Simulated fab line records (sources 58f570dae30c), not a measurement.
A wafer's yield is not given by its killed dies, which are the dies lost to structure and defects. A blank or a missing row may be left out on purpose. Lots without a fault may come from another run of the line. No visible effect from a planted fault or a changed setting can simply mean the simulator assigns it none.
The tool behind it: which one? / flow berkeley_cmos170 / 7 lots, 21 wafers sampled, at 2 steps of a route of 331

== WHAT EACH GAUGE READ, for each wafer ==
UCB170_GATE_THK_MEAS_05.
lot=L662; measured=day 7 18:52; on=film_metro-03; GATE_POLY_THK (nm)=432.1 431.5 429.7
lot=L663; measured=day 8 05:48; on=film_metro-04; GATE_POLY_THK (nm)=213.0 212.8 214.0
lot=L667; measured=day 8 19:44; on=film_metro-04; GATE_POLY_THK (nm)=430.6 426.7 426.4
lot=L676; measured=day 9 23:43; on=film_metro-04; GATE_POLY_THK (nm)=214.7 214.9 217.1
lot=L677; measured=day 11 01:22; on=film_metro-01; GATE_POLY_THK (nm)=219.2 217.2 217.8
lot=L680; measured=day 11 17:02; on=film_metro-01; GATE_POLY_THK (nm)=215.7 216.7 214.7
lot=L682; measured=day 12 01:50; on=film_metro-01; GATE_POLY_THK (nm)=212.5 212.5 213.2

== EACH LOT AND THE TOOL THAT RAN IT (in order: tool; ch and the chambers of the sampled wafers; start) ==
lot=L662; UCB170_GATE_CVD_04=lpcvd-01 ch 1, day 7 15:53
lot=L663; UCB170_GATE_CVD_04=lpcvd-02 ch 0, day 8 04:24
lot=L667; UCB170_GATE_CVD_04=lpcvd-02 ch 0, day 8 15:44 and lpcvd-01 ch 0, day 8 18:19
lot=L676; UCB170_GATE_CVD_04=lpcvd-01 ch 1, day 9 22:19
lot=L677; UCB170_GATE_CVD_04=lpcvd-02 ch 0, day 10 23:58
lot=L680; UCB170_GATE_CVD_04=lpcvd-02 ch 0, day 11 15:38
lot=L682; UCB170_GATE_CVD_04=lpcvd-02 ch 1, day 12 00:26
- UCB170_GATE_CVD_04: deposits poly-Si from SiH4, time 1440 s, target thk 214 nm.

== THE ANSWER, worked out from the rows above alone ==
Rule: the lots themselves supply what counts as usual. Put in order of their means at a reading, lots are off if they are a third of the lots or fewer, leave a main group of 4 or more, and stand apart from it by a gap of 3 or more times the standard deviation of the main group's means; of several such gaps the widest counts. A main group is skipped when, at the precision printed for the reading in the tables above, its means are all equal. A lot without any number at a reading at which 4 lots or more have one is off too. The other lots that the step has rows for count as sound.
Off: at UCB170_GATE_THK_MEAS_05 (GATE_POLY_THK), L662, L667. For the main group the mean is 215.1 nm and the standard deviation 1.9.
If a tool, at a process step before that reading, ran all the lots that are off and no sound lot after the first of them, it fits. Gauges at UCB170_GATE_THK_MEAS_05: tried the same way as those tools. Not one of the candidates tried fits.

== WHAT THE SIMULATOR HAD INSERTED ==
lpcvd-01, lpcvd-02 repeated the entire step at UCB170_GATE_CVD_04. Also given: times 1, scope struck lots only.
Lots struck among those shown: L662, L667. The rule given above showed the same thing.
